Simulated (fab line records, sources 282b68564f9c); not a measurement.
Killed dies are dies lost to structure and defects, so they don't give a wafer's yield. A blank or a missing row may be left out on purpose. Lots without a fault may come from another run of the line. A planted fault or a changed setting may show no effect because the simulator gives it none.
One fault seen from 2 desks | flow rit_cmos | each desk has only its own numbers; what lay behind them comes last

THE TOOL OWNER'S DESK: implanter-02
The tool's own readings at RIT_PRETRO_IMPLANT_08: means of the sampled wafers that have a number, for each lot that ran on this tool. A lot is out of limits, marked OUT, if its mean lies more than 4 standard deviations from the usual mean; the brackets give that distance.
Columns: A = dose_ions_cm2 at RIT_PRETRO_IMPLANT_08, usual 1.1998e+13; B = tilt_deg at RIT_PRETRO_IMPLANT_08, usual 7.000 degrees
lot  | first seen here | A          | B
L204 | day 2 22:41     | 1.2016e+13 | 6.975
L208 | day 3 18:14     | 1.1992e+13 | 7.025
L209 | day 4 00:01     | 1.1986e+13 | 7.015
This desk's finding: nothing out of limits on any of the 3 lots.

THE METROLOGY DESK
What the gauges read, lot by lot, whatever tool the lot ran on: means of the sampled wafers that have a number. A lot is out of limits, marked OUT, if its mean lies more than 4 standard deviations from the usual mean; the brackets give that distance. Of its 9 readings 7 are shown: those that lie furthest out on some lot.
Columns: A = NRETRO_TW at RIT_NRETRO_TW_MEAS_10, usual 1041; B = PRETRO_TW at RIT_PRETRO_TW_MEAS_10, usual 473.6; C = FIELD_OXIDE_LEFT_2_THK at RIT_FOX2_THK_MEAS_91, usual 259 nm; D = GATE_POLY_THK at RIT_GATE_THK_MEAS_09, usual 240 nm; E = cd_nm at RIT_GATE_CD_MEAS_16, usual 149.5 nm; F = GATE_OVL at RIT_GATE_OVL_MEAS_17, usual -0.9 nm; G = cd_nm at RIT_GATE_CD_MEAS_90, usual 149.4 nm
lot  | first seen here | A    | B     | C   | D   | E     | F    | G
L204 | day 2 21:25     | 1046 | 468.3 | 267 | 237 | 152.1 | 0.6  | 152.0
L207 | day 3 12:46     | 1047 | 469.6 | 261 | 237 | 149.6 | -1.5 | 149.8
L208 | day 3 16:38     | 1034 | 468.3 | 266 | 240 | 153.7 | -1.5 | 153.6
L209 | day 3 22:45     | 1044 | 471.8 | 267 | 239 | 151.7 | -4.4 | 151.9
L217 | day 5 14:22     | 1033 | 473.9 | 255 | 245 | 149.2 | -0.1 | 149.1
L218 | day 5 21:33     | 1044 | 474.4 | 249 | 236 | 149.6 | -0.8 | 149.5
This desk's finding: nothing out of limits on any of the 6 lots.

PUT TOGETHER
The tool owner's desk saw nothing out of limits.
The metrology desk saw nothing out of limits.

WHAT THE SIMULATOR HAD PUT IN
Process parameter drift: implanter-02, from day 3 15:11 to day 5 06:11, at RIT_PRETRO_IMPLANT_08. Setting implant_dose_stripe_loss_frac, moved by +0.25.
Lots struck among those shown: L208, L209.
